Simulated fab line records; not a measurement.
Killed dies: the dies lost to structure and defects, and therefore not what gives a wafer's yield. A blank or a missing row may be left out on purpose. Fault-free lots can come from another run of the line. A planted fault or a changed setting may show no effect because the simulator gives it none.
Which tool was responsible? | flow berkeley-cmos170 | Sampling: 14 lots, 42 wafers, 2 of 331 route steps

## WHAT THE GAUGES READ, wafer by wafer
UCB170_NWELL_THK_MEAS_05. Usual: NWELL_NITRIDE_THK gives 224.1 nm (standard deviation 2.2).
lot  | measured    | on            | NWELL_NITRIDE_THK (nm)              | flag
L315 | day 2 04:41 | film-metro-04 | 221.3 222.6 223.1                   |
L316 | day 2 04:46 | film-metro-04 | 223.0 221.0 222.8                   |
L317 | day 2 11:31 | film-metro-04 | 225.8 224.4 225.3                   |
L319 | day 3 05:56 | film-metro-04 | 225.3 227.6 226.1                   |
L320 | day 3 05:56 | film-metro-01 | 225.9 227.0 227.3                   |
L321 | day 3 19:07 | film-metro-01 | 226.0 224.0 225.3                   |
L323 | day 4 13:34 | film-metro-03 | 219.9 220.0 219.5                   |
L324 | day 4 13:34 | film-metro-04 | 224.9 225.0 224.1                   |
L325 | day 4 13:34 | film-metro-01 | 223.5 225.4 225.9                   |
L327 | day 5 00:13 | film-metro-03 | 220.8 220.8 219.9                   |
L329 | day 5 08:25 | film-metro-03 | 228.7 228.2 228.9                   |
L330 | day 5 12:25 | film-metro-03 | 172.3 174.3 171.5 172.4 174.1 171.5 | OFF
L331 | day 5 12:25 | film-metro-04 | 169.2 172.1 169.8 169.2 171.8 170.0 | OFF
L338 | day 6 19:04 | film-metro-04 | 225.1 223.0 225.5                   |

## TOOL THAT RAN EACH LOT (tool first, then ch and the chambers of the sampled wafers, then the start)
lot  | UCB170_NWELL_CVD_04
L315 | lpcvd-01 ch 0, day 2 02:46
L316 | lpcvd-01 ch 0, day 2 02:46
L317 | lpcvd-01 ch 0, day 2 08:37
L319 | lpcvd-01 ch 1, day 3 04:01
L320 | lpcvd-01 ch 0, day 3 04:01
L321 | lpcvd-02 ch 1, day 3 17:10
L323 | lpcvd-01 ch 1, day 4 11:37
L324 | lpcvd-01 ch 0, day 4 11:37
L325 | lpcvd-01 ch 0, day 4 11:37
L327 | lpcvd-01 ch 0, day 4 22:17
L329 | lpcvd-02 ch 1, day 5 06:28
L330 | lpcvd-01 ch 0, day 5 10:28
L331 | lpcvd-01 ch 0, day 5 10:28
L338 | lpcvd-02 ch 1, day 6 17:07
- UCB170_NWELL_CVD_04: deposits Si3N4 from SiH2Cl2/NH3, target thk 224 nm, time 3360 s.

## AS READ BY THE TOOLS THEMSELVES (means over the sampled wafers that have a number; for cases with no such wafer, the mark the record gives instead)
UCB170_NWELL_CVD_04. Usual: spike-tc-centre-C 802.9 C, standard deviation 1.1.
lot  | tool     | spike-tc-centre-C (C) | flag
L315 | lpcvd-01 | 804.2                 |
L316 | lpcvd-01 | 803.3                 |
L317 | lpcvd-01 | 803.4                 |
L319 | lpcvd-01 | 803.3                 |
L320 | lpcvd-01 | 803.8                 |
L321 | lpcvd-02 | 802.3                 |
L323 | lpcvd-01 | 802.8                 |
L324 | lpcvd-01 | 802.7                 |
L325 | lpcvd-01 | 803.1                 |
L327 | lpcvd-01 | 802.6                 |
L329 | lpcvd-02 | 803.0                 |
L330 | lpcvd-01 | 803.2                 |
L331 | lpcvd-01 | 802.3                 |
L338 | lpcvd-02 | 803.3                 |

## THE ANSWER, worked out from the rows above alone
Rule: take the mean of a lot's wafers that have a number; if it is more than 3 standard deviations from the usual mean, the lot is off. A lot without any number at a reading at which 4 lots or more have one is off too. Where the step has rows for the other lots, those lots are counted as sound. Order of review: gauges by route order, followed by the tools' own readings, for which a lot's mean as printed above is used. At the first step where some lot is off, the reading lying furthest off is the one used; lots without a number count as furthest.
Off: at UCB170_NWELL_THK_MEAS_05 (NWELL_NITRIDE_THK), L330, L331.
If a tool, at a process step before that reading, ran all the lots that are off and no sound lot after the first of them, it fits. Those tools and the gauges at UCB170_NWELL_THK_MEAS_05 are tried in the same way. One candidate fits, namely lpcvd-01 at UCB170_NWELL_CVD_04. A fault onset in the window from L327 (day 4 22:17, its last sound lot) to L330 (day 5 10:28, its first lot off) fits.

## WHAT THE SIMULATOR HAD INSERTED
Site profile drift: lpcvd-01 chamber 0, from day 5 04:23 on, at UCB170_NWELL_CVD_04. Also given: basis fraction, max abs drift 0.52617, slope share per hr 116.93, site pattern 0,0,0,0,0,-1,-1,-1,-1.
Lots struck among those shown: L330, L331. This agrees with what the rule above found.
